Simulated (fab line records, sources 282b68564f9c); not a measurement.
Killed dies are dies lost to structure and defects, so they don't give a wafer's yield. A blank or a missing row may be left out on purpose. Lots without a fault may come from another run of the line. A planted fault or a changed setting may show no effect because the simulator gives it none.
A struck lot beside a sound one | flow rit_cmos | 28 steps out of a route of 202
Sound: wafers L831.1, L831.3, L831.6. Struck: wafers L836.3, L836.4, L836.5. The cause comes at the end.
At each step with rows: each side's tool, then ch and its chambers, then its first start. Under that, the readings that differ: sound wafers | struck wafers | difference of the means | sigmas: that difference in standard deviations of wafers without a fault.
alike: readings whose means differ by less than 2 such deviations, and words and numbers that are the same on both sides. not compared: withheld readings, readings that some wafer has no value for, bounds like >300 that may hide the same value, and numbers for which the record gives no deviation and whose values overlap.
The two part at a step that has a row with sigmas, a row that says differs or no value, or rows on one side only. Numbers that don't overlap but have no deviation are shown without sigmas and don't part them. A reading that every wafer of one side lacks parts them only if that side has two wafers or more.

RIT_ACTIVE_BOW_MEAS_00:
  sound on film_metro-02, day 1 10:00; struck on film_metro-04, day 2 11:02
  alike: INCOMING_BOW
RIT_ACTIVE_OXIDATION_01: target thk 46.8 nm, ox time 3360 s.
  sound on furnace-01 ch 0, day 1 10:52; struck on furnace-03 ch 0, day 2 11:08
  reading                                       | sound             | struck           | difference | sigmas
  ox_time_s (s)                                 | 3360 3360 3360    | 1512 1512 1512   | -1848      |
  model.SiO2_of_ACTIVE_OXIDATION_01.thk_nm (nm) | 47.63 47.43 47.19 | 29.5 30.04 30.38 | -17.4      |
  alike: ox_temp_c
RIT_ACTIVE_THK_MEAS_02:
  sound on film_metro-02, day 1 12:47; struck on film_metro-04, day 2 13:05
  reading               | sound          | struck         | difference | sigmas
  ACTIVE_OXIDE_THK (nm) | 47.6 47.4 47.2 | 29.5 30.1 30.4 | -17.4      | -17
then, 1 step without rows for these wafers: RIT_ACTIVE_CVD_03 (deposits Si3N4 from SiH2Cl2/NH3, target thk 150 nm, time 1500 s).
RIT_ACTIVE_THK_MEAS_04:
  sound on film_metro-02, day 1 14:16; struck on film_metro-02, day 2 14:34
  alike: ACTIVE_NITRIDE_THK
then, 6 steps without rows for these wafers: RIT_ACTIVE_HMDS_05 (prime time 60 s); RIT_ACTIVE_COAT_06 (resist thk 1000 nm); RIT_ACTIVE_SOFTBAKE_07 (time 60 s); RIT_ACTIVE_EXPOSE_08 (exposes mask M1, target cd 1400 nm); RIT_ACTIVE_PEB_09; RIT_ACTIVE_DEVELOP_10 (develop time 50 s).
RIT_ACTIVE_CD_MEAS_11: target cd 1400 nm.
  sound on cd_sem-02, day 1 15:18; struck on cd_sem-01, day 2 15:29
  alike: cd_nm
then, 1 step without rows for these wafers: RIT_ACTIVE_HARDBAKE_12 (time 60 s).
RIT_ACTIVE_ETCH_13: etches Si3N4 in SF6, stops on SiO2, time 210 s, target depth 210 nm.
  sound on rie_diel-03 ch 0,1,3, day 1 15:34; struck on rie_diel-04 ch 0,1,3, day 2 15:43
  alike: chamber_pressure_mTorr, drypump_motor_current_A, oes_product_au, throttle_valve_pct
  not compared: rf_hours_counter_h
RIT_ACTIVE_STRIP_14: strips in O2, time 180 s.
  sound on plasma_asher-03 ch 0,1, day 1 15:43; struck on plasma_asher-01 ch 0,1, day 2 15:55
  alike: chamber_pressure_mTorr, drypump_motor_current_A
  not compared: rf_hours_counter_h
RIT_ACTIVE_CD_MEAS_90: target cd 1400 nm.
  sound on cd_sem-02, day 1 15:53; struck on cd_sem-02, day 2 16:04
  alike: cd_nm
then, 4 steps without rows for these wafers: RIT_ACTIVE_CLEAN_15 (cleans in SC1, time 600 s); RIT_ACTIVE_CLEAN_16 (cleans in dHF, time 30 s); RIT_ACTIVE_CLEAN_17 (cleans in SC2, time 600 s); RIT_FOX1_OXIDATION_00 (target thk 350.7 nm, ox time 1130 s).
RIT_FOX1_THK_MEAS_01:
  sound on film_metro-02, day 1 17:52; struck on film_metro-01, day 2 19:51
  alike: FOX1_OXIDE_THK
then, 2 steps without rows for these wafers: RIT_FOX1_WET_ETCH_02 (etches SiO2 in BOE, target depth 350 nm, time 390 s); RIT_FOX2_OXIDATION_00 (target thk 350.7 nm, ox time 1130 s).
RIT_FOX2_THK_MEAS_01:
  sound on film_metro-03, day 1 19:21; struck on film_metro-01, day 2 21:21
  alike: FOX2_OXIDE_THK
then, 1 step without rows for these wafers: RIT_FOX2_CLEAN_02 (cleans in dHF, time 180 s).
RIT_FOX2_WET_ETCH_03: etches Si3N4 in H3PO4, target depth 195 nm, time 2700 s.
  sound on wet_bench-04 ch 1, day 1 19:28; struck on wet_bench-02 ch 3, day 2 21:26
  reading                                       | sound             | struck            | difference | sigmas
  model.SiO2_of_ACTIVE_OXIDATION_01.thk_nm (nm) | 42.59 42.29 40.63 | 25.84 26.44 26.41 | -15.61     |
RIT_FOX2_THK_MEAS_90:
  sound on film_metro-04, day 1 20:14; struck on film_metro-01, day 2 22:13
  alike: FIELD_OXIDE_LEFT_1_THK
RIT_M1_PROBE_99:
  sound on prober-02, day 3 12:40; struck on prober-01, day 4 14:29
  reading                             | sound             | struck            | difference | sigmas
  model.etest.nldd.width_nm (nm)      | 3164 3170 3172    | 3321 3311 3324    | +150       |
  model.etest.pldd.width_nm (nm)      | 3167 3157 3165    | 3310 3318 3323    | +154       |
  model.etest.pplus_sal.width_nm (nm) | 3443 3460 3431    | 3605 3592 3579    | +147       |
  model.etest.nplus_sal.width_nm (nm) | 3438 3456 3446    | 3587 3574 3586    | +136       |
  model.etest.nmos_0p3.r_on_ohm_um    | 2158 2180 2163    | 2137 2133 2110    | -40        |
  model.etest.nmos_narrow.drive_ua_um | 223 220.2 221.6   | 270.9 274.6 275.2 | +52.0      |
  model.etest.pmos_narrow.drive_ua_um | 101.5 100.8 101.2 | 123.2 124.3 123.7 | +22.6      |
  model.etest.nmos_0p3.drive_ua_um    | 222.4 219.1 221.7 | 234.5 238.1 240.2 | +16.5      |
  alike: killed_at_front_end, killed_dies, killed_open, killed_short

WHERE THEY PART
Only at RIT_ACTIVE_THK_MEAS_02, within this record. Later steps at which nothing parts them and some readings are alike: RIT_ACTIVE_THK_MEAS_04, RIT_ACTIVE_CD_MEAS_11, RIT_ACTIVE_ETCH_13, RIT_ACTIVE_STRIP_14, RIT_ACTIVE_CD_MEAS_90, RIT_FOX1_THK_MEAS_01, RIT_FOX2_THK_MEAS_01, RIT_FOX2_THK_MEAS_90, RIT_M1_PROBE_99.

WHY: what the simulator had put in
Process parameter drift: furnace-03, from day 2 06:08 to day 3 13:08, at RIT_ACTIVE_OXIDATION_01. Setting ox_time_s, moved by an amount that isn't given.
